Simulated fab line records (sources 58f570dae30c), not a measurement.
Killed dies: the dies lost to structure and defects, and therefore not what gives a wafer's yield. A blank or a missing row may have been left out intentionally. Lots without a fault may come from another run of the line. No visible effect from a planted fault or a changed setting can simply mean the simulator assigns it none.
What tool caused it? + flow berkeley_cmos170 + Sampling: 7 lots, 21 wafers, 2 of 331 route steps

## WHAT THE GAUGES SHOWED, per wafer
UCB170_NSD_OVL_MEAS_07.
| lot  | measured     | on         | NSD_OVL (nm)   |
|------|--------------|------------|----------------|
| L174 | day 8 19:13  | overlay-02 | -8 -9 -10      |
| L177 | day 9 14:13  | overlay-02 | -3 -3 -7       |
| L182 | day 10 07:29 | overlay-01 | 5 -5 -1        |
| L181 | day 10 07:59 | overlay-02 | -134 -136 -135 |
| L187 | day 11 08:13 | overlay-01 | -140 -132 -134 |
| L195 | day 12 14:15 | overlay-02 | 6 4 7          |
| L194 | day 12 14:58 | overlay-02 | 2 3 13         |

## WHICH TOOL RAN EACH LOT (tool, then ch and the chambers of the sampled wafers, then the start)
| lot  | UCB170_NSD_EXPOSE_03              |
|------|-----------------------------------|
| L174 | krf_scanner-02 ch 0, day 8 18:41  |
| L177 | krf_scanner-02 ch 0, day 9 13:12  |
| L182 | krf_scanner-02 ch 0, day 10 06:43 |
| L181 | krf_scanner-01 ch 0, day 10 07:12 |
| L187 | krf_scanner-01 ch 0, day 11 07:24 |
| L195 | krf_scanner-02 ch 0, day 12 13:25 |
| L194 | krf_scanner-02 ch 0, day 12 14:08 |
- UCB170_NSD_EXPOSE_03: exposes mask NSELECT MOD, target cd 1200 nm.

## THE ANSWER, worked out from the rows above alone
Rule: what is usual is taken from the lots themselves. The widest of any qualifying gaps counts: lots, ordered by their means at a reading, are off when they make up no more than a third of the lots, leave a main group of 4 or more, and stand apart from it by 3 or more times the standard deviation of that group's means. A main group whose means are all the same, to the digits that the tables above print for the reading, isn't used. A lot without any number at a reading at which 4 lots or more have one is off too. The other lots that the step has rows for count as sound.
Off: at UCB170_NSD_OVL_MEAS_07 (NSD_OVL), L181, L187. The main group has a mean of -0 nm with a standard deviation of 5.8.
A tool fits if, at a process step before that reading, it ran every lot that is off, and no sound lot after the first of them. The gauges at UCB170_NSD_OVL_MEAS_07 are tried like those tools. One fits: UCB170_NSD_EXPOSE_03 on krf_scanner-01. It ran no sound lot before its first lot that is off in this sample, so the start can't be narrowed down.

## WHAT HAD BEEN PUT IN BY THE SIMULATOR
Scanner matching overlay: krf_scanner-01, from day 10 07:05 on, at UCB170_NSD_EXPOSE_03. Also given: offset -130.
Struck lots among those shown: L181, L187. The rule above found the same.
